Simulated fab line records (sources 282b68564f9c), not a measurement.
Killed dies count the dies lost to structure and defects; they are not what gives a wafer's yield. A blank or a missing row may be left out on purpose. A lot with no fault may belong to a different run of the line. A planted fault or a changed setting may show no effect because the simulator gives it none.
fab line records	flow ritCmos
[record] lots = 14	wafers = 42	lastDay = 7
route steps=202 shown PWELL@47 NSD@137 PLDD@159 M1@199
lots that met no fault: from a run of the same line without faults
startH: hours from the record's first day to the start of the lot's first wafer shown	waitH: how many hours have passed since the lot's step before this one	" repeats the value in the row above	L1.1+2: several wafers, shown together as one row	- no value present, or no start provided	* or withheld: withheld	< > ~ a bound
route shown NAME@n: NAME is a module with steps in the file, n the number in the route of the first one	usual: mean and standard deviation over wafers with no fault	same: alike in all rows	chamber/n: place in a boat	sites: each site's reading	_std_site: standard deviation of those values	_edge_site: mean of outer sites minus mean of inner sites	radiusMm: how far each site lies from the wafer's centre	mask NAME#n: copy n	behind: the last tool/chamber to shape the wafer	hold: reason for holding the lot/hours on hold/outcome of the hold	device: whichever transistor did not switch (one of n, p or np)	end of line: the tests these same wafers got at the end of their route	for a step that has no rows: nothing shown but its recipe	killed: count of dies lost to structure and defects at first sort (not the wafer's yield)	map: dies across one wafer; x = killed, . = not, _ = none there
set.NAME: setting as actually run; set.NAME@STEP: the setting as run at that earlier step	model.NAME: the simulator's own value behind a step, which no gauge read
steps of the route over a sample of lots; a table a step, a row a wafer
services: when a tool's chamber went out of use (startH, in hours from the record's first day, below 0 if earlier), for how many hours, and the reason
[[steps]]
[step RIT_PWELL_IMPLANT_08]
[recipe] species = B	energyKev = 168.1	doseCm2 = 7e+13	tiltDeg = 7
[usual] tiltDeg = 6.999/0.019
lot.wafer	tool	chamber	startH	waitH	tiltDeg
L427.3	implanter-01	0	22.67	0.2	6.955
L427.4	"	0	"	"	6.977
L427.5	"	0	"	"	6.957
L428.3	implanter-04	0	27.23	0.2	7.000
L428.4	"	0	"	"	7.030
L428.6	"	0	"	"	6.998
L430.1	implanter-03	0	37.55	0.2	7.016
L430.3	"	0	"	"	6.960
L430.5	"	0	"	"	6.996
L431.2	implanter-03	0	43.93	0.2	7.010
L431.4	"	0	"	"	7.006
L431.5	"	0	"	"	7.019
L432.1	implanter-01	0	47.54	0.2	6.992
L432.2	"	0	"	"	6.974
L432.6	"	0	"	"	6.977
L433.3	implanter-01	0	52.70	0.2	7.016
L433.4	"	0	"	"	6.998
L433.6	"	0	"	"	6.993
L437.2	implanter-04	0	72.11	0.2	6.980
L437.3	"	0	"	"	6.996
L437.5	"	0	"	"	7.024
L438.3	implanter-03	0	77.07	0.2	7.015
L438.5	"	0	"	"	7.007
L438.6	"	0	"	"	6.987
L440.1	implanter-04	0	87.15	0.2	8.102
L440.2	"	0	"	"	8.108
L440.6	"	0	"	"	8.111
L442.1	implanter-03	0	97.55	0.2	6.973
L442.3	"	0	"	"	6.989
L442.6	"	0	"	"	6.996
L446.4	implanter-01	0	117.77	0.2	6.979
L446.5	"	0	"	"	7.002
L446.6	"	0	"	"	6.990
L448.1	implanter-04	0	127.76	0.2	8.086
L448.4	"	0	"	"	8.076
L448.6	"	0	"	"	8.110
L449.4	implanter-03	0	132.90	0.2	7.036
L449.5	"	0	"	"	7.029
L449.6	"	0	"	"	6.984
L450.2	implanter-03	0	137.62	0.2	6.995
L450.4	"	0	"	"	7.025
L450.5	"	0	"	"	6.995
[step RIT_WELLDRIVE_RS_MEAS_02]
[recipe] thkMeasGauge = four-point-probe
[usual] PWELL_RS = 430.7/1.2
lot.wafer	tool	chamber	startH	waitH	PWELL_RS[ohm/sq]
L427.3	filmMetro-03	-	28.56	0.1	430.9
L427.4	"	-	"	"	430.3
L427.5	"	-	"	"	429.3
L428.3	filmMetro-01	-	32.81	0.1	429.7
L428.4	"	-	"	"	431.9
L428.6	"	-	"	"	432.4
L430.1	filmMetro-01	-	43.25	0.1	431.1
L430.3	"	-	"	"	430.7
L430.5	"	-	"	"	429.9
L431.2	filmMetro-01	-	49.51	0.1	432.0
L431.4	"	-	"	"	432.1
L431.5	"	-	"	"	432.0
L432.1	filmMetro-03	-	53.70	0.1	432.3
L432.2	"	-	"	"	431.9
L432.6	"	-	"	"	431.6
L433.3	filmMetro-01	-	58.28	0.1	430.4
L433.4	"	-	"	"	431.4
L433.6	"	-	"	"	429.8
L437.2	filmMetro-01	-	78.02	0.1	429.1
L437.3	"	-	"	"	429.5
L437.5	"	-	"	"	428.6
L438.3	filmMetro-03	-	82.65	0.1	428.5
L438.5	"	-	"	"	430.6
L438.6	"	-	"	"	430.0
L440.1	filmMetro-03	-	92.89	0.1	-
L440.2	"	-	"	"	-
L440.6	"	-	"	"	-
L442.1	filmMetro-04	-	103.14	0.1	432.5
L442.3	"	-	"	"	432.1
L442.6	"	-	"	"	432.5
L446.4	filmMetro-03	-	123.34	0.1	430.9
L446.5	"	-	"	"	432.1
L446.6	"	-	"	"	430.9
L448.1	filmMetro-03	-	134.20	0.1	-
L448.4	"	-	"	"	-
L448.6	"	-	"	"	-
L449.4	filmMetro-03	-	138.59	0.1	429.8
L449.5	"	-	"	"	429.4
L449.6	"	-	"	"	430.1
L450.2	filmMetro-03	-	143.21	0.1	430.8
L450.4	"	-	"	"	431.1
L450.5	"	-	"	"	432.2
[step RIT_NSD_OVL_MEAS_06]
[usual] NSD_OVL = 0.1/1.3
lot.wafer	tool	chamber	startH	waitH	NSD_OVL[nm]
L427.3	overlay-02	-	47.83	-	0.2
L427.4	"	-	"	"	-0.5
L427.5	"	-	"	"	0.8
L428.3	overlay-02	-	52.06	-	-1.2
L428.4	"	-	"	"	0.6
L428.6	"	-	"	"	-0.7
L430.1	overlay-01	-	61.79	-	2.0
L430.3	"	-	"	"	4.1
L430.5	"	-	"	"	-0.2
L431.2	overlay-01	-	68.32	-	-1.6
L431.4	"	-	"	"	0.8
L431.5	"	-	"	"	0.3
L432.1	overlay-01	-	72.79	-	-1.3
L432.2	"	-	"	"	-0.9
L432.6	"	-	"	"	-0.9
L433.3	overlay-01	-	77.15	-	0.5
L433.4	"	-	"	"	0.6
L433.6	"	-	"	"	1.2
L437.2	overlay-02	-	96.19	-	-1.1
L437.3	"	-	"	"	0.8
L437.5	"	-	"	"	-0.7
L438.3	overlay-01	-	101.90	-	1.4
L438.5	"	-	"	"	1.6
L438.6	"	-	"	"	-0.3
L440.1	overlay-02	-	111.83	-	-0.1
L440.2	"	-	"	"	-1.5
L440.6	"	-	"	"	-1.0
L442.1	overlay-02	-	122.05	-	0.5
L442.3	"	-	"	"	0.7
L442.6	"	-	"	"	-1.0
L446.4	overlay-02	-	141.53	-	0.2
L446.5	"	-	"	"	1.7
L446.6	"	-	"	"	0.3
L448.1	overlay-01	-	152.51	-	0.5
L448.4	"	-	"	"	-0.7
L448.6	"	-	"	"	0.2
L449.4	overlay-01	-	157.20	-	0.6
L449.5	"	-	"	"	-1.3
L449.6	"	-	"	"	1.1
L450.2	overlay-01	-	161.53	-	0.1
L450.4	"	-	"	"	-0.5
L450.5	"	-	"	"	-0.5
[step RIT_SDANNEAL_RS_MEAS_06]
[recipe] thkMeasGauge = four-point-probe
[usual] PLDD_RS = 180.5/0.51
lot.wafer	tool	chamber	startH	waitH	PLDD_RS[ohm/sq]
L427.3	filmMetro-01	-	50.66	0.1	180.2
L427.4	"	-	"	"	180.2
L427.5	"	-	"	"	180.5
L428.3	filmMetro-02	-	54.91	0.1	181.1
L428.4	"	-	"	"	180.8
L428.6	"	-	"	"	180.7
L430.1	filmMetro-02	-	64.58	0.1	179.7
L430.3	"	-	"	"	180.3
L430.5	"	-	"	"	180.0
L431.2	filmMetro-04	-	70.99	0.1	180.8
L431.4	"	-	"	"	180.3
L431.5	"	-	"	"	180.0
L432.1	filmMetro-04	-	75.45	0.1	181.8
L432.2	"	-	"	"	181.5
L432.6	"	-	"	"	181.6
L433.3	filmMetro-02	-	79.97	0.1	180.5
L433.4	"	-	"	"	179.9
L433.6	"	-	"	"	180.4
L437.2	filmMetro-02	-	99.15	0.1	180.1
L437.3	"	-	"	"	180.5
L437.5	"	-	"	"	180.7
L438.3	filmMetro-04	-	104.71	0.1	181.1
L438.5	"	-	"	"	181.2
L438.6	"	-	"	"	180.8
L440.1	filmMetro-02	-	114.49	0.1	180.9
L440.2	"	-	"	"	180.6
L440.6	"	-	"	"	180.6
L442.1	filmMetro-04	-	124.94	0.1	179.9
L442.3	"	-	"	"	179.7
L442.6	"	-	"	"	179.9
L446.4	filmMetro-04	-	144.35	0.1	180.2
L446.5	"	-	"	"	179.8
L446.6	"	-	"	"	180.4
L448.1	filmMetro-04	-	155.34	0.1	181.0
L448.4	"	-	"	"	181.1
L448.6	"	-	"	"	180.7
L449.4	filmMetro-01	-	159.90	0.1	180.4
L449.5	"	-	"	"	180.8
L449.6	"	-	"	"	181.1
L450.2	filmMetro-01	-	164.20	0.1	180.9
L450.4	"	-	"	"	180.7
L450.5	"	-	"	"	180.7
[step RIT_M1_CD_MEAS_90]
[recipe] targetCdNm = 2600
[usual] cdNm = 2600/3.3
lot.wafer	tool	chamber	startH	waitH	cdNm
L427.3	cdSem-02	-	56.27	0.1	2601
L427.4	"	-	"	"	2601
L427.5	"	-	"	"	2603
L428.3	cdSem-01	-	60.25	0.1	2600
L428.4	"	-	"	"	2599
L428.6	"	-	"	"	2600
L430.1	cdSem-02	-	70.10	0.1	2603
L430.3	"	-	"	"	2605
L430.5	"	-	"	"	2602
L431.2	cdSem-02	-	76.39	0.1	2599
L431.4	"	-	"	"	2597
L431.5	"	-	"	"	2597
L432.1	cdSem-02	-	80.84	0.1	2596
L432.2	"	-	"	"	2600
L432.6	"	-	"	"	2596
L433.3	cdSem-02	-	85.26	0.1	2606
L433.4	"	-	"	"	2601
L433.6	"	-	"	"	2604
L437.2	cdSem-01	-	104.59	0.1	2599
L437.3	"	-	"	"	2600
L437.5	"	-	"	"	2598
L438.3	cdSem-02	-	110.12	0.1	2596
L438.5	"	-	"	"	2595
L438.6	"	-	"	"	2591
L440.1	cdSem-02	-	120.03	0.1	2602
L440.2	"	-	"	"	2603
L440.6	"	-	"	"	2603
L442.1	cdSem-01	-	130.46	0.1	2600
L442.3	"	-	"	"	2602
L442.6	"	-	"	"	2597
L446.4	cdSem-02	-	149.98	0.1	2599
L446.5	"	-	"	"	2597
L446.6	"	-	"	"	2600
L448.1	cdSem-01	-	160.76	0.1	2601
L448.4	"	-	"	"	2604
L448.6	"	-	"	"	2599
L449.4	cdSem-01	-	165.29	0.1	2599
L449.5	"	-	"	"	2596
L449.6	"	-	"	"	2598
L450.2	cdSem-01	-	169.60	0.1	2598
L450.4	"	-	"	"	2599
L450.5	"	-	"	"	2599
[step RIT_M1_PROBE_99]
[usual] killedAtContacts = 0.1/0.35	killedAtFrontEnd = 6.6/2.7	killedDies = 6.7/2.8	killedOpen = 3.4/2.1	killedShort = 3.3/1.8
[same] grossDies = 264	killed_at_M0_to_M3 = 0	killed_at_M4_up = 0	killedAtBackSide = 0	killedAtOther = 0
lot.wafer	tool	chamber	startH	waitH	killedAtContacts	killedAtFrontEnd	killedDies	killedOpen	killedShort
L433.3	prober-02	-	87.06	0.2	0	10	10	5	5
L433.4	prober-02	-	87.11	0.2	1	7	8	6	2
L433.6	prober-02	-	87.21	0.2	0	10	10	3	7
L440.1	prober-01	-	121.77	0.1	0	10	10	5	5
L440.2	prober-01	-	121.82	0.1	0	11	11	5	6
L440.6	prober-01	-	122.02	0.2	0	8	8	4	4
// killed by level:class
L433.3 GATE:geometricParticle:open=3 REOX:geometricParticle:open=2 SILICIDE:geometricParticle:short=2 FOX1:geometricParticle:short=1 GATE:geometricParticle:short=1 REOX:geometricParticle:short=1
L433.4 GATE:geometricParticle:open=2 REOX:geometricParticle:open=2 GATE:geometricParticle:short=1 REOX:geometricParticle:short=1 SPACER:geometricParticle:open=1 CONTACT:geometricParticle:open=1
L433.6 SPACER:geometricParticle:short=5 FOX1:geometricParticle:short=2 FOX1:geometricParticle:open=1 FOX2:geometricParticle:open=1 SILICIDE:geometricParticle:open=1
L440.1 SPACER:geometricParticle:short=4 SPACER:geometricParticle:open=2 FOX1:geometricParticle:short=1 FOX2:geometricParticle:open=1 GATE:geometricParticle:open=1 REOX:geometricParticle:open=1
L440.2 FOX1:geometricParticle:short=2 FOX1:geometricParticle:open=2 FOX2:geometricParticle:open=1 GATE:geometricParticle:short=1 REOX:geometricParticle:short=1 REOX:geometricParticle:open=1 SPACER:geometricParticle:short=1 SILICIDE:geometricParticle:open=1
L440.6 FOX1:geometricParticle:short=2 GATE:geometricParticle:open=2 GATE:geometricParticle:short=2 FOX1:geometricParticle:open=1 FOX2:geometricParticle:open=1
[[services]]
tool	chamber	startH	hours	kind
implanter-01	-	3.83	3.7	pm
implanter-01	-	19.34	0.7	repair
implanter-03	-	21.82	3.8	pm
implanter-04	-	133.56	2.4	repair
[[key]]
[firstSign] step = RIT_PWELL_IMPLANT_08	reading = tiltDeg	direction = up	sigmas = 59	usual = 6.999	struck = 8.099
[effect] step = RIT_WELLDRIVE_RS_MEAS_02	reading = PWELL_RS	direction = missing
metAt RIT_PWELL_IMPLANT_08
struckLots L440,L448
testerLeftOut L440,L448
notActingAt RIT_NSD_OVL_MEAS_06,RIT_SDANNEAL_RS_MEAS_06,RIT_M1_CD_MEAS_90
onsetBetween 72.11 87.15
[fault] kind = processParameterDrift	tool = implanter-04	chamber = -	onsetH = 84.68	steps = RIT_PWELL_IMPLANT_08	channel = tiltDeg	offset = 1.108	shape = step	endH = 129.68	actsIn = theseRecipesOnly	stated = 7
// testerLeftOut: of these lots the tester's yield and bins aren't shown, on N5 and GAA mostly nor the transistor test; their killed dies are dies lost to structure and defects alone, not to doping, threshold or leakage, so they don't give the yield
